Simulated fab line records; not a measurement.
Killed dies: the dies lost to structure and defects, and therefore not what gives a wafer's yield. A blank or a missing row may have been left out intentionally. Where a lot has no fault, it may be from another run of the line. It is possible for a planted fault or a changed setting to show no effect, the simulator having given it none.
8D (eight disciplines) problem report, filled in by code ; flow rit_cmos ; the parts of the form that need people (team, actions taken, sign-off) are left out

1. THE PROBLEM
SILICIDE_TI_RS at RIT_SILICIDE_RS_MEAS_02 reads a mean of 58.8 ohm/sq on 1 wafer of 1 lot; wafers without a fault read 47.5 ohm/sq with a standard deviation of 0.65. That is +17 standard deviations from the usual mean.
The step: measures by four-point-probe.
The first sign was on wafer L444.2 at day 4 02:37, on film_metro-03. Wafers with a number at this step in the record: 36, from 12 lots. By rule, "out" or "out of limits" means more than 4 standard deviations away from the usual mean. The other wafers with a number count as sound.

2. WHAT IT IS; WHAT IT IS NOT
question;is;is not
which readings at this step;SILICIDE_TI_RS;-
which lots;L444;L439, L440, L441, L453, L455, L457, L458, L459, L460, L461, L462
which wafers of those lots;L444.2;L444.4, L444.5
read on which gauges;film_metro-03;film_metro-01, film_metro-04
when;from day 4 02:37;"up to then (11 sound wafers); but 24 sound wafers of L453, L455, L457, L458, L459, L460, L461, L462 came after"

3. THE SUSPECTS, EACH WITH WHAT RULES IT OUT
Counting: a tool at a process step up to the reading stays a suspect if it ran every lot that is out. Sound lots after the first of them don't rule it out here, since some wafers of a struck lot are sound.
- the gauge at RIT_SILICIDE_RS_MEAS_02 is ruled out. All the wafers that are out were read on film_metro-03, but those of them that RIT_SILICIDE_SPUTTER_01 has rows for are out there too, on other tools.
- pvd_sputter-03 at RIT_SILICIDE_SPUTTER_01 (material Ti, target thk 30 nm, time 240 s): kept. The lot that is out, L444, ran on it at day 4 02:27; the last sound lot it ran before that was L440, at day 3 07:30. On those wafers its own readings are out: cathode_dc_power_W.
After counting, what remains is pvd_sputter-03 at RIT_SILICIDE_SPUTTER_01.

4. THE CAUSE (what the simulator had put in)
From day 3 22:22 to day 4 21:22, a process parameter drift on pvd_sputter-03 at RIT_SILICIDE_SPUTTER_01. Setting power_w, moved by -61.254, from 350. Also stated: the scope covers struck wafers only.
After counting, this tool was the only one left.

5. THE CHAIN OF EFFECTS, in route order
Each row: a reading where the mean over the struck wafers with a number is more than 3 standard deviations away from the usual. Only readings for which the record gives a usual standard deviation are gone through. hours: the time from each lot's start at the first step in this table that gives one to its start at this step, as a median over the lots. sigmas: the change in usual standard deviations.
hours;step;reading;usual;on struck wafers;change;sigmas
0;RIT_SILICIDE_SPUTTER_01;cathode_dc_power_W;349.99 W;288.77;-61.22;-99 or more
0;RIT_SILICIDE_RS_MEAS_02;SILICIDE_TI_RS;47.5 ohm/sq;58.8;+11.3;+17
0;RIT_SILICIDE_THK_MEAS_03;SILICIDE_TI_THK;30.6 nm;25.7;-4.9;-14
Its process steps:
- RIT_SILICIDE_SPUTTER_01: material Ti, target thk 30 nm, time 240 s.

6. HOW IT WOULD HAVE BEEN CAUGHT EARLIER
The first out-of-limits reading at a measuring or inspecting step in this record came at day 4 02:37, 4 hours after the fault's start at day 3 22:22.
The tool's own readings at RIT_SILICIDE_SPUTTER_01 were out on every struck wafer that the step has a row for (cathode_dc_power_W): an alarm limit on them would have fired on the first of those.
By day 4 02:37 the whole set of lots that are out, 1 in number, had already begun RIT_SILICIDE_SPUTTER_01 on pvd_sputter-03. Tool hold at that time: it would have spared none of them.
